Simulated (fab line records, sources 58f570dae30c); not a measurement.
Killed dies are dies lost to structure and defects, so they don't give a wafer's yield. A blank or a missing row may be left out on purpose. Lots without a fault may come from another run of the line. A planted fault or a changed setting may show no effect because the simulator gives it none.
Problem report in the 8D (eight disciplines) form, filled by code | flow berkeley_cmos170 | the parts of the form that need people (team, actions taken, sign-off) are left out

1. THE PROBLEM
run_length_s at UCB170_PWELL_WET_ETCH_20 reads a mean of 33.1 s on 3 wafers of 1 lot; wafers without a fault read 49.2 s with a standard deviation of 0.6. That is -27 standard deviations from the usual mean.
The step: etches SiO2 in BOE, time 22 s.
First seen on wafer L886.1, day 5 15:05, on wet_bench-04. The record holds 39 wafers of 13 lots with a number at this step. Rule for "out", or "out of limits": more than 4 standard deviations from the usual mean. The other wafers with a number count as sound.

2. WHAT IT IS AND WHAT IT IS NOT
question                    | is                     | is not
which readings at this step | run_length_s           | -
which lots                  | L886                   | L877, L878, L879, L880, L889, L890, L893, L894, L895, L897, L899, L900
which wafers of those lots  | all that have a number | -
read on which tools         | wet_bench-04           | wet_bench-01, wet_bench-02
when                        | from day 5 15:05       | up to then (12 sound wafers); but 24 sound wafers of L889, L890, L893, L894, L895, L897, L899, L900 came after

3. SUSPECTS, AND WHAT RULES EACH OUT
Counting: a tool at a process step up to the reading stays a suspect if it ran every lot that is out and no sound lot after the first of them.
- plasma_asher-03 at UCB170_ZERO_STRIP_07 (strips in O2): ruled out as a lasting fault. Sound lots L889, L890, L894, L899 ran on it after its first lot that is out, L886 (day 3 20:11).
- wet_bench-04 at UCB170_PWELL_WET_ETCH_20 (etches SiO2 in BOE, time 22 s): kept. It ran the lot that is out, L886 (day 5 15:05), and no sound lot after that; its last sound lot up to then is L880 (day 4 11:31). Its own readings are out on those wafers: run_length_s.
Left after counting: wet_bench-04 at UCB170_PWELL_WET_ETCH_20.

4. THE CAUSE (what the simulator had put in)
Process parameter drift: wet_bench-04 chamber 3, from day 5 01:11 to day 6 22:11, at UCB170_PWELL_WET_ETCH_20. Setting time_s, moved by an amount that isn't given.
Counting left only this tool.

5. THE CHAIN OF EFFECTS, in route order
Each row: a reading whose mean over the struck wafers that have a number lies more than 3 standard deviations from the usual. Only readings for which the record gives a usual standard deviation are gone through. hours: the time from each lot's start at the first step in this table that gives one to its start at this step, as a median over the lots. sigmas: the change in usual standard deviations.
hours | step                     | reading      | usual  | on struck wafers | change | sigmas
0     | UCB170_PWELL_WET_ETCH_20 | run_length_s | 49.2 s | 33.1             | -16.1  | -27
The process steps in it:
- UCB170_PWELL_WET_ETCH_20: etches SiO2 in BOE, time 22 s.
Later measuring or inspecting steps at which every struck wafer that the step has a row for has a number for every such reading, and none has moved that far: UCB170_V1_BOW_MEAS_03.

6. WHAT WOULD HAVE CAUGHT IT SOONER
In this record the first reading out of limits was taken at day 5 15:05, 14 hours after the fault began at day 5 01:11.
